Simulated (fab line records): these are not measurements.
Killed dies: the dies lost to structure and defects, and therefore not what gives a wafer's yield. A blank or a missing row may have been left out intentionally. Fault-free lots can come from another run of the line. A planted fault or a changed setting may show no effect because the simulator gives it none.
Check for tools in common ; flow berkeley-cmos170 ; Lots sampled 15, wafers sampled 45

WHY THIS WAS OPENED
UCB170_CONTACT_THK_MEAS_02, reading CONTACT_PSG_THK: flagged on 3 of 15 lots. Wafers without a fault read 700 nm, standard deviation 8.2.
Rule: a lot is flagged when every wafer of it that has a number lies more than 4 standard deviations from that mean, or none has a number. As for the other lots, they are considered sound.

lot;measured;on;CONTACT_PSG_THK (nm), wafer by wafer;flag
L706;day 8 11:15;film-metro-04;699 704 705;
L707;day 9 00:54;film-metro-02;700 701 701;
L710;day 9 22:33;film-metro-02;702 692 696;
L711;day 9 22:56;film-metro-04;690 694 699;
L708;day 10 00:20;film-metro-03;690 697 691;
L709;day 10 00:20;film-metro-02;687 694 691;
L712;day 10 16:09;film-metro-04;689 687 692;
L714;day 11 13:59;film-metro-04;712 709 711;
L718;day 12 10:51;film-metro-03;619 621 615;FLAGGED
L719;day 12 12:20;film-metro-04;702 696 697;
L721;day 12 16:30;film-metro-04;613 605 605;FLAGGED
L720;day 12 16:56;film-metro-04;700 699 706;
L722;day 12 18:17;film-metro-03;602 606 600;FLAGGED
L729;day 14 09:45;film-metro-04;703 710 710;
L727;day 14 09:46;film-metro-03;692 703 700;
On average the flagged lots' numbers are 610 nm, which is -90 nm against the usual, or -11 standard deviations.

TOOL THAT RAN EACH LOT
Before the reading, the record contains 2 process steps out of a 331-step route. Read each cell as the tool, then ch plus the chambers that the sampled wafers visited, then the start.
lot;flag;UCB170_SDANNEAL_RTA_00;UCB170_CONTACT_CVD_01
L706;;rtp-anneal-01 ch 0, day 8 07:41;lpcvd-02 ch 1, day 8 09:28
L707;;rtp-anneal-02 ch 0, day 8 21:56;lpcvd-01 ch 0, day 8 23:06
L710;;rtp-anneal-01 ch 0, day 9 19:37;lpcvd-01 ch 1, day 9 20:46
L711;;rtp-anneal-02 ch 0, day 9 19:56;lpcvd-02 ch 0, day 9 21:08
L708;;rtp-anneal-01 ch 0, day 9 20:13;lpcvd-01 ch 0, day 9 22:33
L709;;rtp-anneal-02 ch 0, day 9 20:26;lpcvd-01 ch 1, day 9 22:33
L712;;rtp-anneal-01 ch 0, day 10 12:02;lpcvd-02 ch 0, day 10 14:20
L714;;rtp-anneal-02 ch 0, day 11 10:55;lpcvd-01 ch 0, day 11 12:13
L718;FLAGGED;rtp-anneal-01 ch 0, day 12 07:44;lpcvd-02 ch 0, day 12 09:04
L719;;rtp-anneal-02 ch 0, day 12 08:13;lpcvd-01 ch 1, day 12 09:40
L721;FLAGGED;rtp-anneal-02 ch 0, day 12 13:30;lpcvd-02 ch 0, day 12 14:43
L720;;rtp-anneal-02 ch 0, day 12 14:00;lpcvd-01 ch 1, day 12 15:09
L722;FLAGGED;rtp-anneal-01 ch 0, day 12 14:10;lpcvd-02 ch 1, day 12 16:30
L729;;rtp-anneal-01 ch 0, day 14 05:39;lpcvd-01 ch 0, day 14 07:58
L727;;rtp-anneal-02 ch 0, day 14 05:32;lpcvd-01 ch 1, day 14 07:58
What is done by these steps:
- UCB170_SDANNEAL_RTA_00: time 10 s.
- UCB170_CONTACT_CVD_01: deposits PSG from SiH4/O2/PH3, target thk 700 nm, time 2820 s.
- UCB170_CONTACT_THK_MEAS_02

FLAGGED AGAINST TOTAL, ONE TOOL AT A TIME (gauges that did the reading follow at the end)
step;tool;lots run;flagged;share of the flagged lots;sound lots run after its first flagged lot
UCB170_SDANNEAL_RTA_00;rtp-anneal-01;7;2;some;1 (L729)
UCB170_SDANNEAL_RTA_00;rtp-anneal-02;8;1;some;2 (L720,L727)
UCB170_CONTACT_CVD_01;lpcvd-01;9;0;none;-
UCB170_CONTACT_CVD_01;lpcvd-02;6;3;all;0
UCB170_CONTACT_THK_MEAS_02;film-metro-02;3;0;none;-
UCB170_CONTACT_THK_MEAS_02;film-metro-03;4;2;some;1 (L727)
UCB170_CONTACT_THK_MEAS_02;film-metro-04;8;1;some;2 (L720,L729)

THE TABLE: WHAT IT ALLOWS
In the table, 1 row covers all flagged lots: lpcvd-02 at UCB170_CONTACT_CVD_01.
- lpcvd-02 at UCB170_CONTACT_CVD_01: 3 of its 6 lots flagged. Its last sound lot is L712 (day 10 14:20), its first flagged lot L718 (day 12 09:04): a fault that began between those two fits.
Left over: one tool, lpcvd-02 at UCB170_CONTACT_CVD_01.

WHAT THE SIMULATOR PUT IN
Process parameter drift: lpcvd-02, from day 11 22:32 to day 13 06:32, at UCB170_CONTACT_CVD_01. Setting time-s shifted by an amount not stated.
Shown lots that were struck: L718, L721, L722. The rule above reached the same finding.
